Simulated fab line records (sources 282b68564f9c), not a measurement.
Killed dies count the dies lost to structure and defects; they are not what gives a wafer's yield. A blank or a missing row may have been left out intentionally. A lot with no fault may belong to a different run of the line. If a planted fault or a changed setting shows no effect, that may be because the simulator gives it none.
fab line records    flow ritCmos
[record] lots = 5  wafers = 15  lastDay = 7
route steps=202 shown CONTACT@178 M1@184
lots that met no fault: taken from a fault-free run of the same line
startH: the number of hours between the record's first day and the start of the first shown wafer of the lot    waitH: time in hours since the lot's previous step    " identical to the entry in the row above    L1.1+2: one row covering several wafers at once    - no value, or no start given    * or withheld: withheld    < > ~ a bound
route shown NAME@n: names a module that has steps shown in the file, with the first one's number in the route    usual: mean/standard deviation taken from wafers without a fault    same: alike in all rows    chamber/n: place in a boat    sites: per-site readings    _std_site: standard deviation across them    _edge_site: the outer-site mean with the inner-site mean subtracted    radiusMm: how far each site lies from the wafer's centre    mask NAME#n: copy n    behind: the most recent tool/chamber to have shaped the wafer    hold: why the lot was held/for how many hours/how that ended    device: whichever transistor did not switch (one of n, p or np)    end of line: tests run on the same wafers once the route is complete    where a step has no rows: the recipe by itself    killed: at the first sort, the dies lost to defects and structure; wafer yield is something else    map: shows each die of a wafer: x if killed, . if not, _ if none is there
set.NAME: the setting that was run; set.NAME@STEP: the one run at that earlier step    model.NAME: the simulator's own value behind a step, which no gauge read
lots at selected steps of the route; one table per step, one row per wafer
services: when a tool's chamber went out of use (startH, in hours from the record's first day, below 0 if earlier), for how many hours, and the reason
[[steps]]
[step RIT_CONTACT_HARDBAKE_10]
[recipe] resist = NOVOLAK  tempC = 140  timeS = 60
lot.wafer   tool           chamber  startH  waitH
L076.1+3+5  lithoTrack-03  0        64.96   0.0
L079.1+2+5  lithoTrack-02  0        83.97   0.0
L084.2+3+4  lithoTrack-04  0        107.82  0.0
L094.1+2+3  lithoTrack-03  0        157.65  0.1
L096.1+2+4  lithoTrack-03  0        168.76  0.0
[step RIT_CONTACT_ETCH_11]
[recipe] targetDepthA = 4800  overEtchFrac = 0.2  stopOn = TiSi2  chemistry = CHF3/CF4/Ar  target = SiO2  CHF3_flow_sccm = 50  cf4FlowSccm = 10  Ar_flow_sccm = 100  O2_flow_sccm = 5  pressureMtorr = 100  rfW = 200  timeS = 320
[usual] drypumpMotorCurrentA = 5.6/0.49  oesProductAu = 0.986/0.015  throttleValvePct = 8.88/0.13
lot.wafer  tool        chamber  startH  waitH  drypumpMotorCurrentA  oesProductAu  rfHoursCounterH  throttleValvePct
L076.1     rieDiel-03  0        65.11   0.1    5.9                   0.963         70               8.86
L076.3     "           2        "       "      6.1                   0.974         165              8.53
L076.5     "           2        "       "      6.2                   0.973         -                8.52
L079.1     rieDiel-03  3        84.12   0.1    4.8                   0.988         42               8.98
L079.2     "           0        "       "      5.9                   0.965         70               8.88
L079.5     "           3        "       "      4.8                   0.987         -                8.99
L084.2     rieDiel-04  1        107.94  0.1    5.9                   1.016         48               9.06
L084.3     "           2        "       "      6.2                   0.978         24               8.92
L084.4     "           3        "       "      6.0                   0.990         50               8.85
L094.1     rieDiel-04  0        157.80  0.1    5.8                   0.987         117              8.90
L094.2     "           2        "       "      6.2                   0.966         24               8.93
L094.3     "           1        "       "      5.9                   1.009         49               9.07
L096.1     rieDiel-03  3        168.91  0.1    4.8                   0.983         44               9.00
L096.2     "           1        "       "      5.1                   1.008         1                9.00
L096.4     "           2        "       "      6.1                   0.995         -                8.53
[step RIT_CONTACT_STRIP_12]
[recipe] chemistry = O2  timeS = 180  resist = NOVOLAK  platenTempC = withheld  powerW = 500  pressureMtorr = 4000  o2FlowSccm = 4000
[usual] drypumpMotorCurrentA = 5.8/0.45  o2FlowSccm = 4001/12  rfReflPowerW = 7.4/0.86
lot.wafer  tool            chamber  startH  waitH  drypumpMotorCurrentA  o2FlowSccm  rfHoursCounterH  rfReflPowerW
L076.1     plasmaAsher-01  0        65.31   0.1    5.7                   4007        41               7.8
L076.3     "               1        "       "      5.6                   3990        -                8.4
L076.5     "               1        "       "      5.6                   3993        -                8.2
L079.1     plasmaAsher-02  0        84.32   0.1    5.5                   4023        31               7.6
L079.2     "               1        "       "      6.6                   4016        31               7.3
L079.5     "               0        "       "      5.6                   4012        -                8.2
L084.2     plasmaAsher-02  1        108.14  0.1    6.6                   4004        33               7.1
L084.3     "               1        "       "      6.6                   3988        -                7.0
L084.4     "               0        "       "      5.6                   3993        -                7.9
L094.1     plasmaAsher-01  1        157.99  0.1    5.6                   4009        4                8.1
L094.2     "               0        "       "      5.7                   4008        4                7.9
L094.3     "               0        "       "      5.7                   4023        -                8.2
L096.1     plasmaAsher-01  1        169.10  0.1    5.7                   4006        6                8.3
L096.2     "               0        "       "      5.7                   4020        6                7.9
L096.4     "               0        "       "      5.7                   3992        -                8.1
[step RIT_CONTACT_CD_MEAS_90]
[recipe] targetCdNm = 1000
[usual] cdNm = 1000.1/2.1
lot.wafer  tool      chamber  startH  waitH  cdNm
L076.1     cdSem-02  -        65.48   0.1    1005.0
L076.3     "         -        "       "      1002.6
L076.5     "         -        "       "      1003.5
L079.1     cdSem-01  -        84.49   0.1    1001.1
L079.2     "         -        "       "      1003.1
L079.5     "         -        "       "      1002.5
L084.2     cdSem-01  -        108.33  0.1    1000.9
L084.3     "         -        "       "      999.7
L084.4     "         -        "       "      999.2
L094.1     cdSem-02  -        158.17  0.1    1001.4
L094.2     "         -        "       "      1001.8
L094.3     "         -        "       "      1002.7
L096.1     cdSem-02  -        169.27  0.1    1002.9
L096.2     "         -        "       "      1001.5
L096.4     "         -        "       "      1001.9
[step RIT_CONTACT_CLEAN_13]
[recipe] chemistry = SC1  mix = 3:3:50  timeS = 600  tempC = 75
[usual] bathHeatDutyPct = 15.3/1.7
lot.wafer  tool         chamber  startH  waitH  bathHeatDutyPct
L076.1     wetBench-01  1        65.60   0.1    12.8
L076.3     "            1        "       "      12.5
L076.5     "            1        "       "      15.1
L079.1     wetBench-01  0        84.61   0.1    16.5
L079.2     "            0        "       "      16.8
L079.5     "            0        "       "      18.4
L084.2     wetBench-02  2        108.43  0.1    17.6
L084.3     "            2        "       "      15.5
L084.4     "            2        "       "      16.8
L094.1     wetBench-02  3        158.29  0.1    16.1
L094.2     "            3        "       "      16.0
L094.3     "            3        "       "      15.7
L096.1     wetBench-04  0        169.39  0.1    12.7
L096.2     "            0        "       "      13.2
L096.4     "            0        "       "      13.4
[step RIT_CONTACT_CLEAN_14]
[recipe] chemistry = SC2  mix = 3:3:50  timeS = 600  tempC = 75  dry = n2Spin
[usual] bathHeatDutyPct = 15.7/1.9
lot.wafer  tool         chamber  startH  waitH  bathHeatDutyPct
L076.1     wetBench-02  1        65.78   0.0    17.2
L076.3     "            1        "       "      15.8
L076.5     "            1        "       "      15.7
L079.1     wetBench-02  1        84.84   0.0    17.0
L079.2     "            1        "       "      17.0
L079.5     "            1        "       "      15.8
L084.2     wetBench-04  0        108.61  0.0    13.0
L084.3     "            0        "       "      13.5
L084.4     "            0        "       "      13.9
L094.1     wetBench-04  2        158.46  0.0    19.3
L094.2     "            2        "       "      16.4
L094.3     "            2        "       "      17.2
L096.1     wetBench-01  2        169.57  0.0    16.7
L096.2     "            2        "       "      19.1
L096.4     "            2        "       "      17.5
[step RIT_M1_SPUTTER_00]
[recipe] material = Al  targetThkNm = 400  powerW = 2000  chamberPressurePa = 0.4  gas = Ar  timeS = 500  substrateTempC = 25
[usual] throttleValvePct = 30.7/1.1
lot.wafer  tool           chamber  startH  waitH  throttleValvePct
L076.1     pvdSputter-02  -        65.95   0.0    30.2
L076.3     "              -        "       "      30.4
L076.5     "              -        "       "      30.6
L079.1     pvdSputter-04  -        85.02   0.0    30.8
L079.2     "              -        "       "      30.0
L079.5     "              -        "       "      33.0
L084.2     pvdSputter-03  -        108.78  0.0    30.3
L084.3     "              -        "       "      29.0
L084.4     "              -        "       "      30.0
L094.1     pvdSputter-03  -        158.64  0.0    30.5
L094.2     "              -        "       "      30.0
L094.3     "              -        "       "      29.1
L096.1     pvdSputter-02  -        169.74  0.0    28.4
L096.2     "              -        "       "      31.5
L096.4     "              -        "       "      29.9
[step RIT_M1_RS_MEAS_01]
[recipe] thkMeasGauge = four-point-probe  reads = Al_of_M1_SPUTTER_00
[usual] M1_AL_RS = 0.0732/0.00094
lot.wafer  tool          chamber  startH  waitH  M1_AL_RS[ohm/sq]
L076.1     filmMetro-04  -        66.25   0.1    0.0737
L076.3     "             -        "       "      0.0755
L076.5     "             -        "       "      0.0752
L079.1     filmMetro-02  -        85.31   0.1    0.0730
L079.2     "             -        "       "      0.0723
L079.5     "             -        "       "      0.0745
L084.2     filmMetro-03  -        109.10  0.2    0.0730
L084.3     "             -        "       "      0.0729
L084.4     "             -        "       "      0.0724
L094.1     filmMetro-02  -        158.93  0.1    0.0724
L094.2     "             -        "       "      0.0722
L094.3     "             -        "       "      0.0731
L096.1     filmMetro-03  -        170.04  0.1    0.0745
L096.2     "             -        "       "      0.0748
L096.4     "             -        "       "      0.0738
[step RIT_M1_THK_MEAS_02]
[recipe] thkMeasGauge = xrf  reads = Al_of_M1_SPUTTER_00
[usual] M1_AL_THK = 398/5.4
lot.wafer  tool          chamber  startH  waitH  M1_AL_THK[nm]
L076.1     filmMetro-04  -        66.37   0.1    393
L076.3     "             -        "       "      383
L076.5     "             -        "       "      386
L079.1     filmMetro-02  -        85.43   0.1    397
L079.2     "             -        "       "      404
L079.5     "             -        "       "      392
L084.2     filmMetro-03  -        109.21  0.1    402
L084.3     "             -        "       "      400
L084.4     "             -        "       "      408
L094.1     filmMetro-02  -        159.05  0.1    401
L094.2     "             -        "       "      401
L094.3     "             -        "       "      395
L096.1     filmMetro-03  -        170.16  0.1    395
L096.2     "             -        "       "      395
L096.4     "             -        "       "      397
[step RIT_M1_HMDS_03]
[recipe] primeTimeS = 60  primeTempC = 140
lot.wafer   tool           chamber  startH  waitH
L076.1+3+5  lithoTrack-02  0        66.43   0.1
L079.1+2+5  lithoTrack-01  0        85.49   0.1
L084.2+3+4  lithoTrack-02  0        109.28  0.1
L094.1+2+3  lithoTrack-02  0        159.11  0.1
L096.1+2+4  lithoTrack-01  0        170.22  0.1
[step RIT_M1_COAT_04]
[recipe] resist = NOVOLAK  spinRpm = 2000  resistThkNm = 1300
lot.wafer   tool           chamber  startH  waitH
L076.1+3+5  lithoTrack-02  0        66.58   0.1
L079.1+2+5  lithoTrack-01  0        85.64   0.1
L084.2+3+4  lithoTrack-02  0        109.43  0.1
L094.1+2+3  lithoTrack-02  0        159.26  0.1
L096.1+2+4  lithoTrack-01  0        170.37  0.1
[step RIT_M1_SOFTBAKE_05]
[recipe] resist = NOVOLAK  tempC = 90  timeS = 60
lot.wafer   tool           chamber  startH  waitH
L076.1+3+5  lithoTrack-02  0        66.73   0.1
L079.1+2+5  lithoTrack-01  0        85.79   0.1
L084.2+3+4  lithoTrack-02  0        109.58  0.1
L094.1+2+3  lithoTrack-02  0        159.41  0.1
L096.1+2+4  lithoTrack-01  0        170.52  0.1
[step RIT_M1_EXPOSE_06]
[recipe] maskId = M12  na = 0.6  sourceShape = conventional  sigmaOuter = 0.5  targetCdNm = 2600  doseMj = 250
lot.wafer   tool             chamber  startH  waitH  mask
L076.1+3+5  ilineStepper-02  0        67.00   0.2    M12#0
L079.1+2+5  ilineStepper-01  0        85.94   0.1    M12#0
L084.2+3+4  ilineStepper-01  0        109.85  0.2    M12#0
L094.1+2+3  ilineStepper-02  0        159.69  0.2    M12#0
L096.1+2+4  ilineStepper-02  0        170.67  0.1    M12#0
[step RIT_M1_PEB_07]
[recipe] resist = NOVOLAK  tempC = withheld  timeS = withheld
lot.wafer   tool           chamber  startH  waitH
L076.1+3+5  lithoTrack-01  0        67.12   0.1
L079.1+2+5  lithoTrack-04  0        86.06   0.1
L084.2+3+4  lithoTrack-01  0        109.97  0.1
L094.1+2+3  lithoTrack-04  0        159.80  0.1
L096.1+2+4  lithoTrack-01  0        170.79  0.1
[step RIT_M1_DEVELOP_08]
[recipe] resist = NOVOLAK  developTimeS = 68  devTempC = 23
lot.wafer   tool           chamber  startH  waitH
L076.1+3+5  lithoTrack-01  0        -       -
L079.1+2+5  lithoTrack-04  0        -       -
L084.2+3+4  lithoTrack-01  0        -       -
L094.1+2+3  lithoTrack-04  0        -       -
L096.1+2+4  lithoTrack-01  0        -       -
[step RIT_M1_CD_MEAS_09]
[recipe] targetCdNm = 2600
[usual] cdNm = 2600.1/2
lot.wafer  tool      chamber  startH  waitH  cdNm
L076.1     cdSem-01  -        67.43   -      2599.8
L076.3     "         -        "       "      2601.0
L076.5     "         -        "       "      2599.8
L079.1     cdSem-02  -        86.37   -      2601.8
L079.2     "         -        "       "      2603.5
L079.5     "         -        "       "      2602.5
L084.2     cdSem-01  -        110.28  -      2598.5
L084.3     "         -        "       "      2596.8
L084.4     "         -        "       "      2597.7
L094.1     cdSem-02  -        160.12  -      2598.7
L094.2     "         -        "       "      2596.5
L094.3     "         -        "       "      2598.8
L096.1     cdSem-02  -        171.10  -      2601.5
L096.2     "         -        "       "      2601.9
L096.4     "         -        "       "      2604.4
[[services]]
tool             chamber  startH  hours  kind
rieDiel-04       3        43.41   5.9    repair
rieDiel-04       1        58.61   5.6    repair
rieDiel-03       1        63.76   17.4   repair
pvdSputter-03    -        71.73   3.0    repair
rieDiel-03       2        81.13   -      clean
rieDiel-03       2        81.13   -      consumableReplace:esc
rieDiel-03       2        81.13   30.9   scheduledDown
rieDiel-03       2        81.13   30.9   ventCycle
ilineStepper-02  -        100.88  1.7    pm
plasmaAsher-01   -        108.75  9.0    pm
plasmaAsher-01   0        108.75  9.0    ventCycle
plasmaAsher-01   1        108.75  9.0    ventCycle
rieDiel-03       1        112.02  -      clean
rieDiel-03       1        112.02  26.6   scheduledDown
rieDiel-03       1        112.02  26.6   ventCycle
plasmaAsher-01   0        117.75  -      clean
plasmaAsher-01   1        117.75  -      clean
rieDiel-03       0        160.43  8.9    repair
[[key]]
fault none
